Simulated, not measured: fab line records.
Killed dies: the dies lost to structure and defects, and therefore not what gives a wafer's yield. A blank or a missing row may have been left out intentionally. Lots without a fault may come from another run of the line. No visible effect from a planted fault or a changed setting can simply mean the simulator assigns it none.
Chamber matching / flow berkeley_cmos170 / UCB170_V2_CVD_00 on pecvd-04: 3 sister chambers
The step deposits SiO2 from TEOS/O2, target thk 2000 nm, time 250 s. 3 wafers are shown with their chamber, then 7 later ones without.

== WAFERS PAIRED WITH THEIR CHAMBERS ==
wafer=L654.4; chamber=0; heater_power_w (W)=173
wafer=L660.2; chamber=1; heater_power_w (W)=290
wafer=L660.3; chamber=2; heater_power_w (W)=172

== WAFERS MISSING THEIR CHAMBER ==
wafer=L660.4; heater_power_w (W)=204
wafer=L665.1; heater_power_w (W)=229
wafer=L665.4; heater_power_w (W)=193
wafer=L665.5; heater_power_w (W)=172
wafer=L666.4; heater_power_w (W)=257
wafer=L666.5; heater_power_w (W)=130
wafer=L666.6; heater_power_w (W)=213

== WHICH CHAMBER EACH WENT THROUGH ==
wafer=L660.4; from the rows above=can't be placed: 0 or 2 or 1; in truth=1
wafer=L665.1; from the rows above=can't be placed: 0 or 2 or 1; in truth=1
wafer=L665.4; from the rows above=can't be placed: 0 or 2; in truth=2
wafer=L665.5; from the rows above=can't be placed: 2 or 0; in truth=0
wafer=L666.4; from the rows above=can't be placed: 1 or 0 or 2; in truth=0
wafer=L666.5; from the rows above=can't be placed: 2 or 0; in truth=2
wafer=L666.6; from the rows above=can't be placed: 0 or 2 or 1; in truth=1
Placed correctly: 0 of 7. These rows do not allow placing 7 (true chamber among the candidates in 7). 0 placed wrongly.
How it was worked out, from the rows above alone: a wafer's distance from a chamber is the root of the sum, over the readings, of the square of ((its reading less the chamber's mean) divided by the reading's scatter). If the next closest chamber is less than 2 further off than the closest, the wafer can't be placed; otherwise it belongs to the closest. The mean given for a chamber averages the wafers shown for that chamber. The scatter: with one shown wafer a chamber, the root of the mean of the squares of how far each hidden wafer lies from its nearest shown one.
